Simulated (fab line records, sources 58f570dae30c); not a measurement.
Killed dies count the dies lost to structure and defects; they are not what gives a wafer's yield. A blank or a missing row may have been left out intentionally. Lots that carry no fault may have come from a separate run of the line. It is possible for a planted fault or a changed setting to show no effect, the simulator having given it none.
A struck lot beside a sound one | flow berkeleyCmos170 | 18 steps out of a route of 331
Sound: wafers L632.2, L632.3, L632.6. Wafers struck: L636.1, L636.2, L636.3. The cause is given at the end.
Per side, at each step with rows, come the tool, then ch with its chambers, and then its first start. Under that, the readings that differ: sound wafers | struck wafers | difference of the means | sigmas: that difference in standard deviations of wafers without a fault.
alike: same words and numbers on both sides, and readings whose means sit less than 2 such deviations apart. not compared: any withheld reading, any reading some wafer has no value for, any bound like >300 that may hide the same value, and any number with overlapping values for which the record gives no deviation.
The two part at a step that has a row with sigmas, a row that says differs or no value, or rows on one side only. When numbers do not overlap yet have no deviation, they are printed without sigmas and do not part them. Lack of a reading on every wafer of one side parts them only where that side has two or more wafers.

first, 3 steps without rows for these wafers: UCB170_PSD_EXPOSE_03 (exposes mask PSELECT MOD, target cd 1200 nm); UCB170_PSD_PEB_04; UCB170_PSD_DEVELOP_05 (develop time 45 s).
UCB170_PSD_CD_MEAS_06 targets a cd of 1200 nm.
  sound on cdSem-01 at day 8 04:45; struck on cdSem-02 at day 8 23:28
reading   | sound                | struck               | difference | sigmas
cdNm (nm) | 1198.0 1199.7 1198.1 | 1203.1 1202.3 1200.7 | +3.4       | +2
UCB170_PSD_OVL_MEAS_07:
  sound on overlay-01 at day 8 04:52; struck on overlay-01 at day 8 23:35
  alike: PSD_OVL
then, 1 step without rows for these wafers: UCB170_PSD_IMPLANT_08.
UCB170_PSD_STRIP_09: strips in O2.
  sound on plasmaAsher-01 ch 0,1, day 8 05:02; struck on plasmaAsher-01 ch 0,1, day 8 23:46
  alike: drypumpMotorCurrentA, oesProductAu, stripTimeToEndpointS
  not compared: rfHoursCounterH
UCB170_PSD_TW_MEAS_10:
  sound on filmMetro-04 at day 8 05:09; struck on filmMetro-03 at day 8 23:52
  alike: PSD_TW
then, 4 steps without rows for these wafers: UCB170_PSD_CLEAN_11 (cleans in SPM, time 600 s); UCB170_NSD_HMDS_00 (prime time 60 s); UCB170_NSD_COAT_01 (resist thk 900 nm); UCB170_NSD_SOFTBAKE_02 (time 60 s).
UCB170_NSD_EXPOSE_03: exposes mask NSELECT MOD, target cd 1200 nm.
  sound on krfScanner-02 ch 0, day 8 06:25; struck on krfScanner-02 ch 0, day 9 00:42
reading                   | sound             | struck               | difference | sigmas
model.NSD.overlayXNm (nm) | 3.196 3.196 3.196 | -218.8 -218.8 -218.8 | -222.0     | 
  alike: mask
then, 2 steps without rows for these wafers: UCB170_NSD_PEB_04; UCB170_NSD_DEVELOP_05 (develop time 45 s).
UCB170_NSD_CD_MEAS_06 targets a cd of 1200 nm.
  sound on cdSem-02 at day 8 06:52; struck on cdSem-01 at day 9 01:28
reading   | sound                | struck               | difference | sigmas
cdNm (nm) | 1198.5 1198.7 1199.2 | 1202.8 1203.1 1201.0 | +3.5       | +3
UCB170_NSD_OVL_MEAS_07:
  sound on overlay-01 at day 8 06:58; struck on overlay-01 at day 9 01:48
reading      | sound  | struck         | difference | sigmas
NSD_OVL (nm) | 2 12 1 | -213 -211 -215 | -218       | -41
  not compared: hold
UCB170_M3_PROBE_99:
  sound wafers here have rows in the record (prober-02, day 9 07:53); struck ones have none

== WHERE THEY PART ==
Earliest at UCB170_PSD_CD_MEAS_06; latest, in this record, at UCB170_M3_PROBE_99.

WHY: what had been put in by the simulator
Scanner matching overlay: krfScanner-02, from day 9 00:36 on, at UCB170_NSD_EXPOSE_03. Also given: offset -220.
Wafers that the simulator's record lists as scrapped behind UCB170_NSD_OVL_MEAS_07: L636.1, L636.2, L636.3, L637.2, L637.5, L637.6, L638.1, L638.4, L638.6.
